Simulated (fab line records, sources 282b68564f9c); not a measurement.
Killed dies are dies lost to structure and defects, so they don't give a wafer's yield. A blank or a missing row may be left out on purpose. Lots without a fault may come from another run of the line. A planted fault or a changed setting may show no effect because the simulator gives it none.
fab line records | flow rit_cmos
record lots=7 wafers=21 last_day=7
route steps=202 shown NWELL@35 PWELL@39 M1@202
lots that met no fault: from a run of the same line without faults
start_h: hours from the record's first day to the start of the lot's first wafer shown | wait_h: hours since the lot's step before | " the same as in the row above | L1.1+2: a row that stands for several wafers | - no value, or no start given | * or withheld: withheld | < > ~ a bound
route shown NAME@n: a module of which the file shows steps, and the number in the route of the first | usual: mean/standard deviation of fault-free wafers | same: alike in all rows | chamber/n: place in a boat | sites: the reading at each site | _std_site: their standard deviation | _edge_site: outer sites' mean less inner sites' | radius_mm: how far each site lies from the wafer's centre | mask NAME#n: copy n | behind: the tool/chamber that last shaped the wafer | hold: why the lot was held/for how many hours/how that ended | device: the transistor (n, p or np) that didn't switch | end of line: the same wafers' tests at the end of the route | a step without rows: its recipe alone | killed: dies lost to structure and defects at the first sort, not the wafer's yield | map: a wafer's dies, x killed, . not, _ none there
set.NAME: the setting as run; set.NAME@STEP: as run at that earlier step | model.NAME: the simulator's own value behind a step, which no gauge read
lots at some steps of the route; a table a step, a row a wafer
services: from which hour (start_h, from the record's first day; less than 0 if before it) a tool's chamber was out of use, for how many hours, and why
## steps
# step RIT_NWELL_HARDBAKE_07
# recipe resist=NOVOLAK temp_c=140 time_s=120
# step RIT_NWELL_IMPLANT_08
# recipe species=P energy_kev=171.3 dose_cm2=5e+13 tilt_deg=7
# step RIT_NWELL_STRIP_09
# recipe chemistry=O2 time_s=180 resist=NOVOLAK platen_temp_c=withheld power_w=500 pressure_mtorr=4000 o2_flow_sccm=4000
# usual chamber_pressure_mTorr=4000/3.5 drypump_motor_current_A=5.7/0.5
# columns lot.wafer tool chamber start_h wait_h chamber_pressure_mTorr drypump_motor_current_A rf_hours_counter_h
L843.1 plasma_asher-02 0 28.75 0.1 3996 6.5 42
L843.4 " 0 " " 4002 6.5 -
L843.5 " 0 " " 4001 6.6 -
L856.1 plasma_asher-04 0 92.54 0.1 4003 5.6 27
L856.2 " 1 " " 4000 5.4 27
L856.3 " 1 " " 3994 5.4 -
L860.1 plasma_asher-01 1 111.65 0.1 3999 4.9 51
L860.2 " 0 " " 4003 5.9 51
L860.6 " 0 " " 3993 5.9 -
L861.2 plasma_asher-04 1 116.98 0.1 4006 5.4 30
L861.4 " 1 " " 3990 5.4 -
L861.5 " 1 " " 4001 5.4 -
L862.3 plasma_asher-02 0 123.39 0.1 4006 6.6 -
L862.4 " 1 " " 3995 5.8 -
L862.5 " 1 " " 4006 5.8 -
L863.2 plasma_asher-01 0 126.13 0.1 3997 5.9 53
L863.4 " 0 " " 3998 5.9 -
L863.6 " 0 " " 4001 5.9 -
L864.2 plasma_asher-02 1 130.79 0.1 3997 5.8 2
L864.3 " 1 " " 3999 5.8 -
L864.6 " 0 " " 3996 6.5 -
# step RIT_NWELL_TW_MEAS_10
# usual NWELL_TW=2142/9
# columns lot.wafer tool chamber start_h wait_h NWELL_TW
L843.1 film_metro-02 - 28.92 0.1 2140
L843.4 " - " " 2144
L843.5 " - " " 2150
L856.1 film_metro-02 - 92.72 0.1 2131
L856.2 " - " " 2130
L856.3 " - " " 2142
L860.1 film_metro-02 - 111.83 0.1 2142
L860.2 " - " " 2130
L860.6 " - " " 2135
L861.2 film_metro-01 - 117.16 0.1 2154
L861.4 " - " " 2148
L861.5 " - " " 2150
L862.3 film_metro-02 - 123.52 0.1 2133
L862.4 " - " " 2143
L862.5 " - " " 2135
L863.2 film_metro-02 - 126.32 0.1 2151
L863.4 " - " " 2145
L863.6 " - " " 2149
L864.2 film_metro-04 - 130.97 0.1 2126
L864.3 " - " " 2131
L864.6 " - " " 2136
# step RIT_PWELL_HMDS_00
# recipe prime_time_s=60 prime_temp_c=140
# step RIT_PWELL_COAT_01
# recipe resist=NOVOLAK spin_rpm=2000 resist_thk_nm=1300
# step RIT_PWELL_SOFTBAKE_02
# recipe resist=NOVOLAK temp_c=90 time_s=60
# step RIT_PWELL_EXPOSE_03
# recipe mask_id=M3 na=0.57 target_cd_nm=43700 dose_mj=250
# step RIT_PWELL_PEB_04
# recipe resist=NOVOLAK temp_c=withheld time_s=withheld
# step RIT_PWELL_DEVELOP_05
# recipe resist=NOVOLAK develop_time_s=68 dev_temp_c=23
# step RIT_PWELL_OVL_MEAS_06
# usual PWELL_OVL=0.7/1.3
# columns lot.wafer tool chamber start_h wait_h PWELL_OVL[nm]
L843.1 overlay-01 - 29.86 - 1.5
L843.4 " - " " -0.6
L843.5 " - " " 0.4
L856.1 overlay-01 - 93.66 - -0.3
L856.2 " - " " 1.3
L856.3 " - " " 0.3
L860.1 overlay-02 - 112.89 - 1.2
L860.2 " - " " 1.1
L860.6 " - " " 4.0
L861.2 overlay-02 - 118.10 - -0.4
L861.4 " - " " -1.8
L861.5 " - " " 0.3
L862.3 overlay-01 - 124.72 - -0.3
L862.4 " - " " -1.5
L862.5 " - " " -0.4
L863.2 overlay-02 - 127.44 - 1.2
L863.4 " - " " 1.8
L863.6 " - " " 2.7
L864.2 overlay-02 - 131.91 - -0.4
L864.3 " - " " -1.6
L864.6 " - " " -1.6
# step RIT_PWELL_HARDBAKE_07
# recipe resist=NOVOLAK temp_c=140 time_s=120
# step RIT_PWELL_IMPLANT_08
# recipe species=B energy_kev=170 dose_cm2=7e+13 tilt_deg=7
# usual dose_ions_cm2=7e+13/8.3e+10 faraday_current_uA=222/4.2
# same implant_ion_amu=11
# columns lot.wafer tool chamber start_h wait_h dose_ions_cm2 faraday_current_uA
L843.1 implanter-04 0 30.15 0.2 7.008e+13 217
L843.4 " 0 " " 6.987e+13 224
L843.5 " 0 " " 6.992e+13 225
L856.1 implanter-03 0 93.98 0.2 7.007e+13 227
L856.2 " 0 " " 7e+13 221
L856.3 " 0 " " 6.998e+13 216
L860.1 implanter-04 0 113.18 0.2 8.113e+13 258
L860.2 " 0 " " 8.121e+13 262
L860.6 " 0 " " 8.122e+13 260
L861.2 implanter-04 0 118.40 0.2 8.121e+13 255
L861.4 " 0 " " 8.117e+13 250
L861.5 " 0 " " 8.114e+13 268
L862.3 implanter-04 0 125.05 0.2 8.13e+13 254
L862.4 " 0 " " 8.117e+13 254
L862.5 " 0 " " 8.132e+13 261
L863.2 implanter-01 0 127.75 0.2 6.993e+13 226
L863.4 " 0 " " 6.984e+13 230
L863.6 " 0 " " 6.994e+13 221
L864.2 implanter-01 0 132.21 0.2 7e+13 227
L864.3 " 0 " " 6.995e+13 222
L864.6 " 0 " " 7.002e+13 226
# step RIT_PWELL_STRIP_09
# recipe chemistry=O2 time_s=180 resist=NOVOLAK platen_temp_c=withheld power_w=500 pressure_mtorr=4000 o2_flow_sccm=4000
# usual chamber_pressure_mTorr=4001/3.7 drypump_motor_current_A=5.54/0.3
# columns lot.wafer tool chamber start_h wait_h chamber_pressure_mTorr drypump_motor_current_A rf_hours_counter_h
L843.1 plasma_asher-03 1 30.30 0.1 4000 5.62 29
L843.4 " 1 " " 3999 5.60 -
L843.5 " 0 " " 4005 5.69 -
L856.1 plasma_asher-01 0 94.13 0.1 3996 5.88 49
L856.2 " 1 " " 4006 4.91 49
L856.3 " 0 " " 4003 5.88 -
L860.1 plasma_asher-01 0 113.33 0.1 4004 5.86 51
L860.2 " 1 " " 3999 4.93 51
L860.6 " 1 " " 3998 4.92 -
L861.2 plasma_asher-03 1 118.53 0.1 4005 5.61 38
L861.4 " 1 " " 3994 5.63 -
L861.5 " 0 " " 3997 5.71 -
L862.3 plasma_asher-03 1 125.21 0.1 4002 5.61 -
L862.4 " 0 " " 4005 5.70 -
L862.5 " 1 " " 3997 5.58 -
L863.2 plasma_asher-03 1 127.87 0.1 3997 5.60 39
L863.4 " 1 " " 3997 5.60 -
L863.6 " 1 " " 4003 5.57 -
L864.2 plasma_asher-04 0 132.34 0.1 3999 5.61 31
L864.3 " 1 " " 4001 5.42 -
L864.6 " 1 " " 4003 5.42 -
# step RIT_PWELL_TW_MEAS_10
# usual PWELL_TW=952/4.9
# columns lot.wafer tool chamber start_h wait_h hold PWELL_TW
L843.1 film_metro-01 - 30.47 0.1 - 962
L843.4 " - " " - 952
L843.5 " - " " - 949
L856.1 film_metro-02 - 94.31 0.1 - 944
L856.2 " - " " - 947
L856.3 " - " " - 950
L860.1 film_metro-01 - 113.51 0.1 await_dispo/0.2h/release 999
L860.2 " - " " await_dispo/0.2h/release 1000
L860.6 " - " " await_dispo/0.2h/release 1000
L860.1 film_metro-01 - 113.73 0.2 - 1003
L860.2 " - " " - 1003
L860.6 " - " " - 1002
L861.2 film_metro-01 - 118.73 0.1 await_dispo/0.2h/release 1000
L861.4 " - " " await_dispo/0.2h/release 996
L861.5 " - " " await_dispo/0.2h/release 998
L861.2 film_metro-01 - 119.02 0.3 - 995
L861.4 " - " " - 998
L861.5 " - " " - 995
L862.3 film_metro-01 - 125.34 0.1 await_dispo/0.2h/release 1012
L862.4 " - " " await_dispo/0.2h/release 1008
L862.5 " - " " await_dispo/0.2h/release 1007
L862.3 film_metro-01 - 125.57 0.2 - 1010
L862.4 " - " " - 1006
L862.5 " - " " - 999
L863.2 film_metro-02 - 128.06 0.1 - 951
L863.4 " - " " - 947
L863.6 " - " " - 943
L864.2 film_metro-02 - 132.52 0.1 - 943
L864.3 " - " " - 954
L864.6 " - " " - 951
# step RIT_WELLDRIVE_RS_MEAS_01
# recipe thk_meas_gauge=four-point-probe
# usual NWELL_RS=275.1/0.73
# columns lot.wafer tool chamber start_h wait_h NWELL_RS[ohm/sq]
L843.1 film_metro-04 - 35.62 0.0 276.0
L843.4 " - " " 275.4
L843.5 " - " " 275.4
L856.1 film_metro-02 - 100.14 0.0 274.4
L856.2 " - " " 274.4
L856.3 " - " " 274.3
L860.1 film_metro-02 - 123.49 0.0 275.6
L860.2 " - " " 276.5
L860.6 " - " " 275.9
L861.2 film_metro-04 - 130.04 0.0 274.5
L861.4 " - " " 275.2
L861.5 " - " " 274.6
L863.2 film_metro-01 - 134.19 0.0 273.6
L863.4 " - " " 273.2
L863.6 " - " " 273.5
L862.3 film_metro-01 - 136.96 0.0 274.1
L862.4 " - " " 274.4
L862.5 " - " " 274.7
L864.2 film_metro-01 - 138.75 0.0 274.4
L864.3 " - " " 274.9
L864.6 " - " " 275.1
# step RIT_WELLDRIVE_RS_MEAS_02
# recipe thk_meas_gauge=four-point-probe
# usual PWELL_RS=429.1/1.1
# columns lot.wafer tool chamber start_h wait_h hold PWELL_RS[ohm/sq]
L843.1 film_metro-04 - 35.74 0.1 - 431.2
L843.4 " - " " - 429.9
L843.5 " - " " - 432.5
L856.1 film_metro-02 - 100.26 0.1 - 428.9
L856.2 " - " " - 427.2
L856.3 " - " " - 429.2
L860.1 film_metro-02 - 123.74 0.2 await_dispo/0.2h/release 392.0
L860.2 " - " " await_dispo/0.2h/release 390.3
L860.6 " - " " await_dispo/0.2h/release 390.7
L860.1 film_metro-02 - 124.02 0.3 - 391.5
L860.2 " - " " - 390.2
L860.6 " - " " - 390.9
L861.2 film_metro-04 - 130.16 0.1 await_dispo/0.2h/release 392.5
L861.4 " - " " await_dispo/0.2h/release 392.4
L861.5 " - " " await_dispo/0.2h/release 391.7
L861.2 film_metro-04 - 130.58 0.4 - 391.6
L861.4 " - " " - 392.4
L861.5 " - " " - 392.6
L863.2 film_metro-01 - 134.31 0.1 - 430.6
L863.4 " - " " - 429.0
L863.6 " - " " - 430.0
L862.3 film_metro-01 - 137.08 0.1 await_dispo/0.2h/release 390.8
L862.4 " - " " await_dispo/0.2h/release 391.6
L862.5 " - " " await_dispo/0.2h/release 389.3
L862.3 film_metro-01 - 137.36 0.3 - 390.3
L862.4 " - " " - 390.5
L862.5 " - " " - 389.7
L864.2 film_metro-01 - 138.87 0.1 - 429.4
L864.3 " - " " - 427.8
L864.6 " - " " - 428.3
# step RIT_M1_PROBE_99
# usual killed_at_contacts=0.1/0.29 killed_at_front_end=7/3 killed_dies=7/3 killed_open=3.2/2 killed_short=3.5/2.1
# same gross_dies=264 killed_at_M0_to_M3=0 killed_at_M4_up=0 killed_at_back_side=0 killed_at_other=0
# columns lot.wafer tool chamber start_h wait_h killed_at_contacts killed_at_front_end killed_dies killed_open killed_short
L860.1 prober-02 - 161.11 0.1 0 5 5 2 3
L860.2 prober-02 - 161.16 0.1 0 7 7 3 4
L860.6 prober-02 - 161.36 0.2 0 7 7 1 6
L863.2 prober-01 - 164.36 0.1 0 3 3 1 2
L863.4 prober-01 - 164.46 0.2 0 4 4 1 3
L863.6 prober-01 - 164.56 0.2 0 5 5 3 2
L861.2 prober-01 - 167.16 0.1 0 14 14 7 7
L861.4 prober-01 - 167.26 0.2 0 5 5 3 2
L861.5 prober-01 - 167.31 0.2 1 6 7 3 4
L864.2 prober-02 - 167.46 0.1 0 9 9 6 3
L864.3 prober-02 - 167.51 0.2 0 5 5 1 4
L864.6 prober-02 - 167.66 0.2 0 8 8 2 6
L862.3 prober-02 - 174.47 0.2 0 9 9 5 4
L862.4 prober-02 - 174.52 0.2 0 6 6 2 4
L862.5 prober-02 - 174.57 0.2 0 6 6 2 4
# killed by level:class
L860.1 SILICIDE:geometric_particle:short=2 FOX1:geometric_particle:open=1 GATE:geometric_particle:short=1 SILICIDE:geometric_particle:open=1
L860.2 GATE:geometric_particle:short=2 SPACER:geometric_particle:short=2 SILICIDE:geometric_particle:open=2 SPACER:geometric_particle:open=1
L860.6 GATE:geometric_particle:short=4 FOX1:geometric_particle:short=1 GATE:geometric_particle:open=1 REOX:geometric_particle:short=1
L863.2 GATE:geometric_particle:open=1 GATE:geometric_particle:short=1 SILICIDE:geometric_particle:short=1
L863.4 GATE:geometric_particle:short=2 FOX1:geometric_particle:short=1 GATE:geometric_particle:open=1
L863.6 FOX1:geometric_particle:short=1 GATE:geometric_particle:open=1 REOX:geometric_particle:open=1 SPACER:geometric_particle:open=1 SILICIDE:geometric_particle:short=1
L861.2 GATE:geometric_particle:short=3 GATE:geometric_particle:open=3 REOX:geometric_particle:short=2 REOX:geometric_particle:open=2 FOX1:geometric_particle:short=1 SPACER:geometric_particle:open=1 SPACER:geometric_particle:short=1 SILICIDE:geometric_particle:open=1
L861.4 GATE:geometric_particle:open=2 SPACER:geometric_particle:short=2 REOX:geometric_particle:open=1
L861.5 GATE:geometric_particle:short=2 GATE:geometric_particle:open=1 REOX:geometric_particle:short=1 SPACER:geometric_particle:open=1 SILICIDE:geometric_particle:short=1 CONTACT:geometric_particle:open=1
L864.2 FOX1:geometric_particle:open=3 FOX1:geometric_particle:short=1 GATE:geometric_particle:short=1 GATE:geometric_particle:open=1 REOX:geometric_particle:open=1 SPACER:geometric_particle:open=1 SILICIDE:geometric_particle:short=1
L864.3 REOX:geometric_particle:short=2 FOX1:geometric_particle:short=1 SPACER:geometric_particle:short=1 SILICIDE:geometric_particle:open=1
L864.6 GATE:geometric_particle:short=2 FOX1:geometric_particle:open=1 FOX1:geometric_particle:short=1 FOX2:geometric_particle:short=1 REOX:geometric_particle:open=1 REOX:geometric_particle:short=1 STARTING-WAFER:geometric_particle:short=1
L862.3 GATE:geometric_particle:open=2 FOX1:geometric_particle:short=1 FOX2:geometric_particle:short=1 FOX2:geometric_particle:open=1 GATE:geometric_particle:short=1 REOX:geometric_particle:short=1 REOX:geometric_particle:open=1 SPACER:geometric_particle:open=1
L862.4 REOX:geometric_particle:short=3 FOX1:geometric_particle:open=1 GATE:geometric_particle:short=1 SPACER:geometric_particle:open=1
L862.5 GATE:geometric_particle:open=2 FOX1:geometric_particle:short=1 FOX2:geometric_particle:short=1 REOX:geometric_particle:short=1 SPACER:geometric_particle:short=1
## services
# columns tool chamber start_h hours kind
plasma_asher-04 - 28.62 1.2 repair
plasma_asher-01 - 29.62 2.8 pm
plasma_asher-04 - 53.58 5.2 repair
plasma_asher-03 - 56.99 10.5 repair
implanter-01 - 67.17 1.5 repair
plasma_asher-04 - 67.21 15.6 pm
implanter-01 - 70.49 13.5 repair
implanter-03 - 72.41 9.4 repair
plasma_asher-04 - 96.40 2.3 repair
implanter-04 - 103.32 1.2 repair
plasma_asher-02 - 108.75 9.0 pm
plasma_asher-02 0 108.75 9.0 vent_cycle
plasma_asher-02 1 108.75 9.0 vent_cycle
plasma_asher-02 0 117.75 - clean
plasma_asher-02 1 117.75 - clean
plasma_asher-01 - 129.00 5.6 repair
## key
first_sign step=RIT_PWELL_IMPLANT_08 reading=dose_ions_cm2 direction=up sigmas=99+ usual=7e+13 struck=8.121e+13
effect step=RIT_PWELL_IMPLANT_08 reading=faraday_current_uA direction=up sigmas=8.5 usual=222 struck=258
effect step=RIT_PWELL_TW_MEAS_10 reading=visit direction=added
effect step=RIT_PWELL_TW_MEAS_10 reading=PWELL_TW direction=up sigmas=10 usual=952 struck=1002
effect step=RIT_WELLDRIVE_RS_MEAS_02 reading=visit direction=added
effect step=RIT_WELLDRIVE_RS_MEAS_02 reading=PWELL_RS direction=down sigmas=34 usual=429.1 struck=391.2
met_at RIT_PWELL_IMPLANT_08
struck_wafers L860.1,L860.2,L860.6,L861.2,L861.4,L861.5,L862.3,L862.4,L862.5
tester_left_out L860,L861,L862
onset_between 30.15 113.18
fault kind=process_parameter_drift tool=implanter-04 chamber=- onset_h=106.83 steps=RIT_PWELL_IMPLANT_08 channel=dose_cm2 offset=1.12e+13 shape=step end_h=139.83 acts_in=these_recipes_only stated=7e+13
# tester_left_out: of these lots the tester's yield and bins aren't shown, on N5 and GAA mostly nor the transistor test; their killed dies are dies lost to structure and defects alone, not to doping, threshold or leakage, so they don't give the yield
